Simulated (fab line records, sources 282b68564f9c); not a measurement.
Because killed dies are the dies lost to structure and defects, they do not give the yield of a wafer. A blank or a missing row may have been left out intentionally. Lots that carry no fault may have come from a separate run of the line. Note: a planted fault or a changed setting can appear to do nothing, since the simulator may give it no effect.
Which tool is to blame? || flow ritCmos || 39 wafers from 13 lots sampled at 5 of the route's 202 steps

## WHAT THE GAUGES SHOWED, per wafer
RIT_ACTIVE_THK_MEAS_04. Usual: ACTIVE_NITRIDE_THK 150.1 nm, standard deviation 1.3.
{"lot": "L200", "measured": "day 1 13:33", "on": "filmMetro-01", "ACTIVE_NITRIDE_THK (nm)": "149.4 150.0 148.8", "flag": ""}
{"lot": "L201", "measured": "day 1 18:32", "on": "filmMetro-03", "ACTIVE_NITRIDE_THK (nm)": "152.1 152.9 152.1", "flag": ""}
{"lot": "L203", "measured": "day 2 05:53", "on": "filmMetro-02", "ACTIVE_NITRIDE_THK (nm)": "152.3 151.7 151.9", "flag": ""}
{"lot": "L205", "measured": "day 2 14:33", "on": "filmMetro-01", "ACTIVE_NITRIDE_THK (nm)": "150.5 150.0 151.4", "flag": ""}
{"lot": "L206", "measured": "day 2 19:32", "on": "filmMetro-02", "ACTIVE_NITRIDE_THK (nm)": "150.0 150.4 148.9", "flag": ""}
{"lot": "L207", "measured": "day 3 01:14", "on": "filmMetro-01", "ACTIVE_NITRIDE_THK (nm)": "150.2 148.1 149.3", "flag": ""}
{"lot": "L208", "measured": "day 3 06:40", "on": "filmMetro-03", "ACTIVE_NITRIDE_THK (nm)": "151.7 151.0 150.3", "flag": ""}
{"lot": "L210", "measured": "day 3 15:33", "on": "filmMetro-02", "ACTIVE_NITRIDE_THK (nm)": "150.2 149.6 149.6", "flag": ""}
{"lot": "L212", "measured": "day 4 01:33", "on": "filmMetro-01", "ACTIVE_NITRIDE_THK (nm)": "149.7 150.4 147.9", "flag": ""}
{"lot": "L216", "measured": "day 4 22:07", "on": "filmMetro-03", "ACTIVE_NITRIDE_THK (nm)": "148.8 150.4 149.6", "flag": ""}
{"lot": "L219", "measured": "day 5 14:02", "on": "filmMetro-03", "ACTIVE_NITRIDE_THK (nm)": "148.7 148.5 148.6", "flag": ""}
{"lot": "L220", "measured": "day 5 18:59", "on": "filmMetro-02", "ACTIVE_NITRIDE_THK (nm)": "149.4 149.1 149.1", "flag": ""}
{"lot": "L221", "measured": "day 5 23:56", "on": "filmMetro-03", "ACTIVE_NITRIDE_THK (nm)": "151.3 151.1 151.4", "flag": ""}

RIT_ACTIVE_CD_MEAS_90: target cd 1400 nm. Usual: cdNm reads 1400.2 nm (standard deviation 2.4).
{"lot": "L200", "measured": "day 1 15:11", "on": "cdSem-01", "cdNm (nm)": "1397.7 1397.5 1395.8", "flag": ""}
{"lot": "L201", "measured": "day 1 20:08", "on": "cdSem-02", "cdNm (nm)": "1396.1 1394.3 1394.0", "flag": ""}
{"lot": "L203", "measured": "day 2 07:48", "on": "cdSem-02", "cdNm (nm)": "1402.5 1403.4 1403.0", "flag": ""}
{"lot": "L205", "measured": "day 2 16:04", "on": "cdSem-01", "cdNm (nm)": "1398.9 1397.5 1399.4", "flag": ""}
{"lot": "L206", "measured": "day 2 21:02", "on": "cdSem-01", "cdNm (nm)": "1400.3 1399.1 1402.0", "flag": ""}
{"lot": "L207", "measured": "day 3 03:00", "on": "cdSem-01", "cdNm (nm)": "1396.7 1395.1 1396.1", "flag": ""}
{"lot": "L208", "measured": "day 3 08:10", "on": "cdSem-01", "cdNm (nm)": "1400.6 1401.8 1400.9", "flag": ""}
{"lot": "L210", "measured": "day 3 17:04", "on": "cdSem-01", "cdNm (nm)": "1398.4 1398.8 1399.5", "flag": ""}
{"lot": "L212", "measured": "day 4 03:11", "on": "cdSem-02", "cdNm (nm)": "1401.4 1399.0 1399.2", "flag": ""}
{"lot": "L216", "measured": "day 4 23:45", "on": "cdSem-01", "cdNm (nm)": "1398.4 1399.1 1400.3", "flag": ""}
{"lot": "L219", "measured": "day 5 15:31", "on": "cdSem-02", "cdNm (nm)": "1403.0 1402.2 1403.0", "flag": ""}
{"lot": "L220", "measured": "day 5 20:32", "on": "cdSem-01", "cdNm (nm)": "1402.5 1404.6 1402.1", "flag": ""}
{"lot": "L221", "measured": "day 6 01:26", "on": "cdSem-01", "cdNm (nm)": "1403.9 1402.9 1402.0", "flag": ""}

RIT_M1_RS_MEAS_01: measurement is done with a four-point probe. Usual: M1_AL_RS 0.0734 ohm/sq, standard deviation 0.00079.
{"lot": "L200", "measured": "day 3 04:42", "on": "filmMetro-01", "M1_AL_RS (ohm/sq)": "0.0727 0.0728 0.0724", "flag": ""}
{"lot": "L201", "measured": "day 3 09:43", "on": "filmMetro-03", "M1_AL_RS (ohm/sq)": "0.0732 0.0730 0.0729", "flag": ""}
{"lot": "L203", "measured": "day 3 21:47", "on": "filmMetro-02", "M1_AL_RS (ohm/sq)": "0.0738 0.0735 0.0736", "flag": ""}
{"lot": "L205", "measured": "day 4 07:23", "on": "filmMetro-03", "M1_AL_RS (ohm/sq)": "0.0739 0.0746 0.0740", "flag": ""}
{"lot": "L206", "measured": "day 4 10:11", "on": "filmMetro-03", "M1_AL_RS (ohm/sq)": "0.0744 0.0739 0.0739", "flag": ""}
{"lot": "L207", "measured": "day 4 17:31", "on": "filmMetro-01", "M1_AL_RS (ohm/sq)": "0.0733 0.0729 0.0729", "flag": ""}
{"lot": "L208", "measured": "day 4 21:44", "on": "filmMetro-01", "M1_AL_RS (ohm/sq)": "0.0734 0.0729 0.0745", "flag": ""}
{"lot": "L210", "measured": "day 5 07:31", "on": "filmMetro-01", "M1_AL_RS (ohm/sq)": "0.0733 0.0736 0.0733", "flag": ""}
{"lot": "L212", "measured": "day 5 20:08", "on": "filmMetro-03", "M1_AL_RS (ohm/sq)": "0.0733 0.0738 0.0724", "flag": ""}
{"lot": "L216", "measured": "day 6 18:18", "on": "filmMetro-03", "M1_AL_RS (ohm/sq)": "0.0730 0.0733 0.0742", "flag": ""}
{"lot": "L219", "measured": "day 7 11:16", "on": "filmMetro-02", "M1_AL_RS (ohm/sq)": "0.0731 0.0719 0.0735", "flag": ""}
{"lot": "L220", "measured": "day 7 14:12", "on": "filmMetro-03", "M1_AL_RS (ohm/sq)": "0.0733 0.0770 0.0722", "flag": ""}
{"lot": "L221", "measured": "day 7 23:10", "on": "filmMetro-03", "M1_AL_RS (ohm/sq)": "0.0730 0.0728 0.0726", "flag": ""}

## WHICH TOOL RAN EACH LOT (tool, then ch and the chambers of the sampled wafers, then the start)
{"lot": "L200", "RIT_NSD_STRIP_09": "plasmaAsher-01 ch 0,1, day 2 22:33", "RIT_M1_SPUTTER_00": "pvdSputter-01, day 3 04:04"}
{"lot": "L201", "RIT_NSD_STRIP_09": "plasmaAsher-02 ch 1, day 3 03:56", "RIT_M1_SPUTTER_00": "pvdSputter-04, day 3 09:26"}
{"lot": "L203", "RIT_NSD_STRIP_09": "plasmaAsher-01 ch 0,1, day 3 15:48", "RIT_M1_SPUTTER_00": "pvdSputter-04, day 3 21:29"}
{"lot": "L205", "RIT_NSD_STRIP_09": "plasmaAsher-02 ch 0,1, day 4 01:19", "RIT_M1_SPUTTER_00": "pvdSputter-03, day 4 07:03"}
{"lot": "L206", "RIT_NSD_STRIP_09": "plasmaAsher-01 ch 0,1, day 4 04:16", "RIT_M1_SPUTTER_00": "pvdSputter-01, day 4 09:52"}
{"lot": "L207", "RIT_NSD_STRIP_09": "plasmaAsher-01 ch 0,1, day 4 11:28", "RIT_M1_SPUTTER_00": "pvdSputter-04, day 4 17:14"}
{"lot": "L208", "RIT_NSD_STRIP_09": "plasmaAsher-01 ch 0,1, day 4 16:00", "RIT_M1_SPUTTER_00": "pvdSputter-01, day 4 21:27"}
{"lot": "L210", "RIT_NSD_STRIP_09": "plasmaAsher-01 ch 0,1, day 5 01:35", "RIT_M1_SPUTTER_00": "pvdSputter-01, day 5 07:10"}
{"lot": "L212", "RIT_NSD_STRIP_09": "plasmaAsher-02 ch 0,1, day 5 14:11", "RIT_M1_SPUTTER_00": "pvdSputter-03, day 5 19:48"}
{"lot": "L216", "RIT_NSD_STRIP_09": "plasmaAsher-01 ch 0,1, day 6 12:28", "RIT_M1_SPUTTER_00": "pvdSputter-04, day 6 17:58"}
{"lot": "L219", "RIT_NSD_STRIP_09": "plasmaAsher-02 ch 0,1, day 7 04:41", "RIT_M1_SPUTTER_00": "pvdSputter-03, day 7 10:56"}
{"lot": "L220", "RIT_NSD_STRIP_09": "plasmaAsher-02 ch 0,1, day 7 08:05", "RIT_M1_SPUTTER_00": "pvdSputter-04, day 7 13:52"}
{"lot": "L221", "RIT_NSD_STRIP_09": "plasmaAsher-02 ch 0,1, day 7 17:17", "RIT_M1_SPUTTER_00": "pvdSputter-03, day 7 22:52"}
- RIT_NSD_STRIP_09: strips in O2, time 180 s.
- RIT_M1_SPUTTER_00: material Al, target thk 400 nm, time 500 s.

## WHAT THE TOOLS THEMSELVES READ (means of the sampled wafers that have a number; where no wafer has one, the mark that the record gives instead)
RIT_NSD_STRIP_09. Usual: chamberPressureMTorr 4000 mTorr, standard deviation 3.5; drypumpMotorCurrentA 5.30 A, standard deviation 0.27.
{"lot": "L200", "tool": "plasmaAsher-01", "chamberPressureMTorr (mTorr)": 4002, "drypumpMotorCurrentA (A)": 5.24, "flag": ""}
{"lot": "L201", "tool": "plasmaAsher-02", "chamberPressureMTorr (mTorr)": 4000, "drypumpMotorCurrentA (A)": 5.14, "flag": ""}
{"lot": "L203", "tool": "plasmaAsher-01", "chamberPressureMTorr (mTorr)": 4002, "drypumpMotorCurrentA (A)": 5.26, "flag": ""}
{"lot": "L205", "tool": "plasmaAsher-02", "chamberPressureMTorr (mTorr)": 4000, "drypumpMotorCurrentA (A)": 5.18, "flag": ""}
{"lot": "L206", "tool": "plasmaAsher-01", "chamberPressureMTorr (mTorr)": 3997, "drypumpMotorCurrentA (A)": 5.26, "flag": ""}
{"lot": "L207", "tool": "plasmaAsher-01", "chamberPressureMTorr (mTorr)": 4001, "drypumpMotorCurrentA (A)": 5.26, "flag": ""}
{"lot": "L208", "tool": "plasmaAsher-01", "chamberPressureMTorr (mTorr)": 4001, "drypumpMotorCurrentA (A)": 5.22, "flag": ""}
{"lot": "L210", "tool": "plasmaAsher-01", "chamberPressureMTorr (mTorr)": 3999, "drypumpMotorCurrentA (A)": 5.21, "flag": ""}
{"lot": "L212", "tool": "plasmaAsher-02", "chamberPressureMTorr (mTorr)": 3999, "drypumpMotorCurrentA (A)": 5.19, "flag": ""}
{"lot": "L216", "tool": "plasmaAsher-01", "chamberPressureMTorr (mTorr)": 4000, "drypumpMotorCurrentA (A)": 5.23, "flag": ""}
{"lot": "L219", "tool": "plasmaAsher-02", "chamberPressureMTorr (mTorr)": 4003, "drypumpMotorCurrentA (A)": 5.18, "flag": ""}
{"lot": "L220", "tool": "plasmaAsher-02", "chamberPressureMTorr (mTorr)": 3999, "drypumpMotorCurrentA (A)": 5.20, "flag": ""}
{"lot": "L221", "tool": "plasmaAsher-02", "chamberPressureMTorr (mTorr)": 4002, "drypumpMotorCurrentA (A)": 5.20, "flag": ""}

RIT_M1_SPUTTER_00. Usual: throttleValvePct reads 30.8 % (standard deviation 1.1).
{"lot": "L200", "tool": "pvdSputter-01", "throttleValvePct (%)": 30.3, "flag": ""}
{"lot": "L201", "tool": "pvdSputter-04", "throttleValvePct (%)": 31.0, "flag": ""}
{"lot": "L203", "tool": "pvdSputter-04", "throttleValvePct (%)": 30.9, "flag": ""}
{"lot": "L205", "tool": "pvdSputter-03", "throttleValvePct (%)": 31.1, "flag": ""}
{"lot": "L206", "tool": "pvdSputter-01", "throttleValvePct (%)": 30.1, "flag": ""}
{"lot": "L207", "tool": "pvdSputter-04", "throttleValvePct (%)": 30.8, "flag": ""}
{"lot": "L208", "tool": "pvdSputter-01", "throttleValvePct (%)": 30.7, "flag": ""}
{"lot": "L210", "tool": "pvdSputter-01", "throttleValvePct (%)": 31.8, "flag": ""}
{"lot": "L212", "tool": "pvdSputter-03", "throttleValvePct (%)": 30.2, "flag": ""}
{"lot": "L216", "tool": "pvdSputter-04", "throttleValvePct (%)": 31.5, "flag": ""}
{"lot": "L219", "tool": "pvdSputter-03", "throttleValvePct (%)": 31.0, "flag": ""}
{"lot": "L220", "tool": "pvdSputter-04", "throttleValvePct (%)": 30.9, "flag": ""}
{"lot": "L221", "tool": "pvdSputter-03", "throttleValvePct (%)": 30.2, "flag": ""}

## THE ANSWER, worked out from the rows above alone
Rule: a lot counts as off when the mean over its wafers that have a number is more than 3 standard deviations away from the usual mean. A lot without any number at a reading at which 4 lots or more have one is off too. All remaining lots with rows at the step are treated as sound. Order of review: gauges by route order, followed by the tools' own readings, for which a lot's mean as printed above is used. At the first step where some lot is off, the reading lying furthest off is the one used; lots without a number count as furthest.
Nothing can be told from this: no lot is off at any reading shown.

## WHAT HAD BEEN PUT IN BY THE SIMULATOR
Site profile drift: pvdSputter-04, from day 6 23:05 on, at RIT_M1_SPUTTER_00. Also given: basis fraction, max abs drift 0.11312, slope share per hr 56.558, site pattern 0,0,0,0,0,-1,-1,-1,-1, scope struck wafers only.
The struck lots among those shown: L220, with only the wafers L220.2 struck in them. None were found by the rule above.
